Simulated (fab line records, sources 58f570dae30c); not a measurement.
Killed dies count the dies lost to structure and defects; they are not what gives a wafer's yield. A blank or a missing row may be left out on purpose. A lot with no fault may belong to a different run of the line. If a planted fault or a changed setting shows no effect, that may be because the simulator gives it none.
The tool behind it: which one? / flow berkeley cmos170 / 42 wafers sampled from 14 lots at 1 step of a route of 331

== WHAT THE GAUGES SHOWED, per wafer ==
UCB170_V2_THK_MEAS_04. Usual: for V2_POLISHED_THK the level is 999.7 nm and the standard deviation is 1.2.
lot=L266; measured=day 9 17:19; on=film metro-04; V2_POLISHED_THK (nm)=1001.3 1000.1 1000.1; flag=
lot=L271; measured=day 9 18:02; on=film metro-03; V2_POLISHED_THK (nm)=1000.2 1000.9 999.6; flag=
lot=L265; measured=day 9 18:13; on=film metro-02; V2_POLISHED_THK (nm)=999.7 1000.9 998.9; flag=
lot=L267; measured=day 9 18:20; on=film metro-04; V2_POLISHED_THK (nm)=1001.8 1000.6 1000.8; flag=
lot=L269; measured=day 9 18:31; on=film metro-02; V2_POLISHED_THK (nm)=999.0 998.7 999.5; flag=
lot=L270; measured=day 9 18:46; on=film metro-03; V2_POLISHED_THK (nm)=1000.7 1000.8 1000.4; flag=
lot=L268; measured=day 9 19:55; on=film metro-04; V2_POLISHED_THK (nm)=998.5 998.6 999.2; flag=
lot=L272; measured=day 10 04:23; on=film metro-03; V2_POLISHED_THK (nm)=999.2 1000.7 999.9; flag=
lot=L273; measured=day 10 08:20; on=film metro-03; V2_POLISHED_THK (nm)=1000.3 999.3 1000.2; flag=
lot=L278; measured=day 10 23:56; on=film metro-04; V2_POLISHED_THK (nm)=999.4 996.7 998.8; flag=
lot=L279; measured=day 11 19:59; on=film metro-03; V2_POLISHED_THK (nm)=1000.8 1002.0 1001.3; flag=
lot=L282; measured=day 12 07:29; on=film metro-02; V2_POLISHED_THK (nm)=1000.7 1000.3 1000.1; flag=
lot=L281; measured=day 12 10:01; on=film metro-03; V2_POLISHED_THK (nm)=1000.6 999.7 999.9; flag=
lot=L288; measured=day 13 08:25; on=film metro-02; V2_POLISHED_THK (nm)=997.4 999.6 998.2; flag=

== WHAT TOOL EACH LOT RAN ON (gives the tool, then ch and the chambers of the sampled wafers, and finally the start) ==
There is no process step in the record ahead of these readings.

== AS READ BY THE TOOLS THEMSELVES (means over the sampled wafers that have a number; for cases with no such wafer, the mark the record gives instead) ==
The record holds no such reading with a usual standard deviation.

== THE ANSWER, worked out from the rows above alone ==
Rule: a lot counts as off when the mean over its wafers that have a number is more than 3 standard deviations away from the usual mean. A lot without any number at a reading at which 4 lots or more have one is off too. Where the step has rows for the other lots, those lots are counted as sound. First the gauges in route order, then the tools' own readings, where a lot's mean is used as printed above. The first step at which some lot is off is used, and at that step the reading that is off furthest; a lot without a number counts as furthest.
Across all readings shown, no lot is off: no conclusion can be drawn from this.

== WHAT THE SIMULATOR HAD INSERTED ==
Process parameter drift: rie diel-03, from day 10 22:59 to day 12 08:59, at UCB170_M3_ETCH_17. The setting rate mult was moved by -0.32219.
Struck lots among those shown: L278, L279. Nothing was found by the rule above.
